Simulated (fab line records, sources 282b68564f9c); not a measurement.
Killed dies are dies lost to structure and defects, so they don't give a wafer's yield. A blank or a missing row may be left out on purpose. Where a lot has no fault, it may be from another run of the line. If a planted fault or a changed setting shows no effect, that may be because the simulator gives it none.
Which tool did it? || flow ritCmos || Sampling: 14 lots, 42 wafers, 2 of 202 route steps

== WHAT EACH GAUGE READ, for each wafer ==
RIT_FOX1_THK_MEAS_01. Usual: FOX1_OXIDE_THK 354 nm, standard deviation 7.5.
{"lot": "L589", "measured": "day 1 18:20", "on": "filmMetro-01", "FOX1_OXIDE_THK (nm)": "351 355 356", "flag": ""}
{"lot": "L590", "measured": "day 1 22:15", "on": "filmMetro-01", "FOX1_OXIDE_THK (nm)": "359 358 364", "flag": ""}
{"lot": "L591", "measured": "day 2 02:57", "on": "filmMetro-01", "FOX1_OXIDE_THK (nm)": "356 352 352", "flag": ""}
{"lot": "L593", "measured": "day 2 13:32", "on": "filmMetro-01", "FOX1_OXIDE_THK (nm)": "369 369 368", "flag": ""}
{"lot": "L596", "measured": "day 3 06:00", "on": "filmMetro-03", "FOX1_OXIDE_THK (nm)": "361 368 364", "flag": ""}
{"lot": "L599", "measured": "day 3 20:40", "on": "filmMetro-01", "FOX1_OXIDE_THK (nm)": "227 232 234", "flag": "OFF"}
{"lot": "L601", "measured": "day 4 06:38", "on": "filmMetro-04", "FOX1_OXIDE_THK (nm)": "239 235 233", "flag": "OFF"}
{"lot": "L602", "measured": "day 4 11:22", "on": "filmMetro-03", "FOX1_OXIDE_THK (nm)": "342 343 344", "flag": ""}
{"lot": "L603", "measured": "day 4 17:10", "on": "filmMetro-03", "FOX1_OXIDE_THK (nm)": "363 365 363", "flag": ""}
{"lot": "L605", "measured": "day 5 03:03", "on": "filmMetro-03", "FOX1_OXIDE_THK (nm)": "359 354 356", "flag": ""}
{"lot": "L607", "measured": "day 5 12:47", "on": "filmMetro-03", "FOX1_OXIDE_THK (nm)": "352 349 345", "flag": ""}
{"lot": "L609", "measured": "day 5 21:00", "on": "filmMetro-03", "FOX1_OXIDE_THK (nm)": "341 340 344", "flag": ""}
{"lot": "L611", "measured": "day 6 06:52", "on": "filmMetro-04", "FOX1_OXIDE_THK (nm)": "354 350 348", "flag": ""}
{"lot": "L612", "measured": "day 6 13:23", "on": "filmMetro-03", "FOX1_OXIDE_THK (nm)": "350 357 354", "flag": ""}

== EACH LOT AND THE TOOL THAT RAN IT (in order: tool; ch and the chambers of the sampled wafers; start) ==
{"lot": "L589", "RIT_FOX1_OXIDATION_00": "furnace-03 ch 0, day 1 17:01"}
{"lot": "L590", "RIT_FOX1_OXIDATION_00": "furnace-01 ch 0, day 1 20:55"}
{"lot": "L591", "RIT_FOX1_OXIDATION_00": "furnace-01 ch 0, day 2 01:38"}
{"lot": "L593", "RIT_FOX1_OXIDATION_00": "furnace-03 ch 0, day 2 12:13"}
{"lot": "L596", "RIT_FOX1_OXIDATION_00": "furnace-03 ch 0, day 3 04:40"}
{"lot": "L599", "RIT_FOX1_OXIDATION_00": "furnace-01 ch 0, day 3 19:21"}
{"lot": "L601", "RIT_FOX1_OXIDATION_00": "furnace-01 ch 0, day 4 05:19"}
{"lot": "L602", "RIT_FOX1_OXIDATION_00": "furnace-02 ch 0, day 4 10:03"}
{"lot": "L603", "RIT_FOX1_OXIDATION_00": "furnace-03 ch 0, day 4 15:50"}
{"lot": "L605", "RIT_FOX1_OXIDATION_00": "furnace-03 ch 0, day 5 01:44"}
{"lot": "L607", "RIT_FOX1_OXIDATION_00": "furnace-03 ch 0, day 5 11:29"}
{"lot": "L609", "RIT_FOX1_OXIDATION_00": "furnace-03 ch 0, day 5 19:40"}
{"lot": "L611", "RIT_FOX1_OXIDATION_00": "furnace-03 ch 0, day 6 05:31"}
{"lot": "L612", "RIT_FOX1_OXIDATION_00": "furnace-01 ch 0, day 6 12:03"}
- RIT_FOX1_OXIDATION_00: target thk 350.7 nm, ox time 1130 s.

== AS READ BY THE TOOLS THEMSELVES (means over the sampled wafers that have a number; for cases with no such wafer, the mark the record gives instead) ==
The record holds no such reading with a usual standard deviation.

== THE ANSWER, worked out from the rows above alone ==
Rule: a lot is off if the mean of its wafers that have a number lies more than 3 standard deviations from the usual mean. Also off: a lot with no number at a reading for which 4 or more lots have one. The other lots that the step has rows for count as sound. The gauges are gone through in route order, then the tools' own readings, and for those a lot's mean is taken as printed above. At the first step where some lot is off, the reading lying furthest off is the one used; lots without a number count as furthest.
Off: L599, L601, seen at RIT_FOX1_THK_MEAS_01 (FOX1_OXIDE_THK).
A tool fits if, at a process step before that reading, it ran every lot that is off, and no sound lot after the first of them. Gauges at RIT_FOX1_THK_MEAS_01: tried the same way as those tools. Not one of the candidates tried fits.

== WHAT THE SIMULATOR HAD INSERTED ==
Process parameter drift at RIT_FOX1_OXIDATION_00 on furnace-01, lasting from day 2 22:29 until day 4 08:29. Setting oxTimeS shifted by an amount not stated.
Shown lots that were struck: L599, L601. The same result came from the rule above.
